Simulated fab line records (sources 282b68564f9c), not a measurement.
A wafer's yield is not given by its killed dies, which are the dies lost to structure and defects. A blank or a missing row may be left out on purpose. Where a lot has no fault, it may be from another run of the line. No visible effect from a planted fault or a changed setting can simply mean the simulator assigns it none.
Lot-split experiment + flow ritCmos + 23 wafers read across 5 lots, on a route 202 steps long

ON THE SPLIT
At RIT_SDANNEAL_CLEAN_00 (cleans in SC1, time 600 s), the setting timeS was moved away from the recipe's 600 s on 15 of the 23 wafers read, by -9.3% to +11.6%. This setting was run at the recipe's value on the other wafers.

The split's own step is where the reading is taken.

THE READING
poly-Si_of_GATE_CVD_08.thkNm (the simulator's own value, which no gauge read), in nm, at RIT_SDANNEAL_CLEAN_00 (cleans in SC1, time 600 s). There is no usual value for it anywhere in the file. Across the 8 wafers here that went through the recipe, the average is 170.9 nm and the standard deviation 8 nm.

| wafer  | tool, chamber at the split | timeS as run, s | against the recipe | poly-Si_of_GATE_CVD_08.thkNm, nm | against lot-mates on the recipe |
|--------|----------------------------|-----------------|--------------------|----------------------------------|---------------------------------|
| L076.1 | -, -                       | 650.6           | +8.4%              | 145.7                            | no lot-mate on the recipe       |
| L076.2 | -, -                       | 650.6           | +8.4%              | 147.4                            | no lot-mate on the recipe       |
| L076.3 | -, -                       | 650.6           | +8.4%              | 138.8                            | no lot-mate on the recipe       |
| L076.4 | -, -                       | 650.6           | +8.4%              | 140.9                            | no lot-mate on the recipe       |
| L076.5 | -, -                       | 650.6           | +8.4%              | 142.9                            | no lot-mate on the recipe       |
| L080.1 | -, -                       | 669.6           | +11.6%             | 134.2                            | no lot-mate on the recipe       |
| L080.2 | -, -                       | 669.6           | +11.6%             | 134.3                            | no lot-mate on the recipe       |
| L080.3 | -, -                       | 669.6           | +11.6%             | 132.9                            | no lot-mate on the recipe       |
| L080.4 | -, -                       | 669.6           | +11.6%             | 137.8                            | no lot-mate on the recipe       |
| L080.6 | -, -                       | 669.6           | +11.6%             | 136.5                            | no lot-mate on the recipe       |
| L081.1 | -, -                       | 544             | -9.3%              | 192.8                            | no lot-mate on the recipe       |
| L081.2 | -, -                       | 544             | -9.3%              | 189.1                            | no lot-mate on the recipe       |
| L081.3 | -, -                       | 544             | -9.3%              | 186.7                            | no lot-mate on the recipe       |
| L081.5 | -, -                       | 544             | -9.3%              | 190.3                            | no lot-mate on the recipe       |
| L081.6 | -, -                       | 544             | -9.3%              | 189.9                            | no lot-mate on the recipe       |
| L082.1 | wetBench-03, 0             | 600             | recipe             | 158.5                            | -                               |
| L082.3 | wetBench-03, 0             | 600             | recipe             | 162.3                            | -                               |
| L082.6 | wetBench-03, 0             | 600             | recipe             | 161.1                            | -                               |
| L085.1 | -, -                       | 600             | recipe             | 176.9                            | -                               |
| L085.2 | -, -                       | 600             | recipe             | 177.2                            | -                               |
| L085.4 | -, -                       | 600             | recipe             | 177                              | -                               |
| L085.5 | -, -                       | 600             | recipe             | 177.5                            | -                               |
| L085.6 | -, -                       | 600             | recipe             | 176.6                            | -                               |

THE FIT
A straight line over all 23 wafers: poly-Si_of_GATE_CVD_08.thkNm changes by -2.69 nm for each +1% of timeS; r = -0.96; the points scatter about the line by 6 nm.
Too few moved wafers have a lot-mate on the recipe to fit a line with each lot's own level taken away.

FILE'S OWN FIT
poly-Si_of_GATE_CVD_08.thkNm changes by -2.69 nm for each +1% of timeS, r = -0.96.
